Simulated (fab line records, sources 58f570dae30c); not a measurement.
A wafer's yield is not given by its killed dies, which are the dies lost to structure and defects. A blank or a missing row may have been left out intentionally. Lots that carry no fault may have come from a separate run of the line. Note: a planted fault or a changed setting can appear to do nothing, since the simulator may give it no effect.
Which tool is to blame? :: flow berkeley_cmos170 :: Sampling: 14 lots, 42 wafers, 2 of 331 route steps

== WHAT THE GAUGES READ, wafer by wafer ==
UCB170_CONTACT_CD_MEAS_15: the cd target is 700 nm. Usual: cd_nm reads 700.0 nm (standard deviation 1.3).
lot: L625
measured: day 8 02:08
on: cd_sem-02
cd_nm (nm): 700.6 701.8 700.5
flag: 

lot: L624
measured: day 8 04:07
on: cd_sem-02
cd_nm (nm): 698.0 699.9 699.8
flag: 

lot: L628
measured: day 8 11:33
on: cd_sem-01
cd_nm (nm): 700.7 701.4 699.6
flag: 

lot: L627
measured: day 8 12:37
on: cd_sem-02
cd_nm (nm): 700.6 702.3 702.0
flag: 

lot: L626
measured: day 8 12:51
on: cd_sem-01
cd_nm (nm): 700.6 700.4 700.7
flag: 

lot: L629
measured: day 9 19:22
on: cd_sem-01
cd_nm (nm): 700.3 700.7 698.4
flag: 

lot: L633
measured: day 9 19:53
on: cd_sem-01
cd_nm (nm): 698.9 699.0 698.8
flag: 

lot: L635
measured: day 10 11:49
on: cd_sem-02
cd_nm (nm): 698.2 700.0 699.4
flag: 

lot: L638
measured: day 10 19:58
on: cd_sem-02
cd_nm (nm): 701.4 700.9 700.0
flag: 

lot: L639
measured: day 11 02:27
on: cd_sem-02
cd_nm (nm): 700.1 699.1 700.3
flag: 

lot: L643
measured: day 12 07:19
on: cd_sem-02
cd_nm (nm): 702.6 702.7 702.2
flag: 

lot: L644
measured: day 12 08:50
on: cd_sem-01
cd_nm (nm): 701.2 700.9 700.3
flag: 

lot: L646
measured: day 13 00:41
on: cd_sem-02
cd_nm (nm): 699.3 698.7 699.1
flag: 

lot: L647
measured: day 13 02:01
on: cd_sem-02
cd_nm (nm): 700.7 699.2 699.0
flag: 

UCB170_M1_CD_MEAS_09: the cd target is 700 nm. Usual: cd_nm reads 700.2 nm (standard deviation 1.6).
lot: L625
measured: day 8 04:44
on: cd_sem-01
cd_nm (nm): 696.9 696.5 697.3
flag: 

lot: L624
measured: day 8 06:05
on: cd_sem-01
cd_nm (nm): 700.1 701.0 699.8
flag: 

lot: L628
measured: day 8 13:34
on: cd_sem-02
cd_nm (nm): 697.3 698.1 698.1
flag: 

lot: L627
measured: day 8 14:40
on: cd_sem-02
cd_nm (nm): 700.5 700.1 698.3
flag: 

lot: L626
measured: day 8 14:47
on: cd_sem-02
cd_nm (nm): 701.7 699.9 700.2
flag: 

lot: L629
measured: day 9 21:10
on: cd_sem-01
cd_nm (nm): 697.7 697.7 698.3
flag: 

lot: L633
measured: day 9 22:01
on: cd_sem-01
cd_nm (nm): 698.8 699.5 699.7
flag: 

lot: L635
measured: day 10 17:07
on: cd_sem-01
cd_nm (nm): 700.2 700.2 700.1
flag: 

lot: L638
measured: day 10 23:41
on: cd_sem-02
cd_nm (nm): 700.6 700.4 699.5
flag: 

lot: L639
measured: day 11 04:35
on: cd_sem-01
cd_nm (nm): 701.0 699.6 700.7
flag: 

lot: L643
measured: day 12 09:34
on: cd_sem-02
cd_nm (nm): 700.3 699.9 699.5
flag: 

lot: L644
measured: day 12 10:47
on: cd_sem-01
cd_nm (nm): 701.8 701.0 702.5
flag: 

lot: L646
measured: day 13 02:29
on: cd_sem-01
cd_nm (nm): 701.8 702.0 700.9
flag: 

lot: L647
measured: day 13 03:49
on: cd_sem-02
cd_nm (nm): 700.6 700.2 700.7
flag: 

== WHICH TOOL RAN EACH LOT (tool, then ch and the chambers of the sampled wafers, then the start) ==
Record: no process step prior to these readings.

== AS READ BY THE TOOLS THEMSELVES (means over the sampled wafers that have a number; for cases with no such wafer, the mark the record gives instead) ==
The record holds no such reading with a usual standard deviation.

== THE ANSWER, worked out from the rows above alone ==
Rule: a lot counts as off when the mean over its wafers that have a number is more than 3 standard deviations away from the usual mean. Also off: a lot with no number at a reading for which 4 or more lots have one. All remaining lots with rows at the step are treated as sound. First the gauges in route order, then the tools' own readings, where a lot's mean is used as printed above. The first step at which some lot is off is used, and at that step the reading that is off furthest; a lot without a number counts as furthest.
Across all readings shown, no lot is off: no conclusion can be drawn from this.

== WHAT THE SIMULATOR PUT IN ==
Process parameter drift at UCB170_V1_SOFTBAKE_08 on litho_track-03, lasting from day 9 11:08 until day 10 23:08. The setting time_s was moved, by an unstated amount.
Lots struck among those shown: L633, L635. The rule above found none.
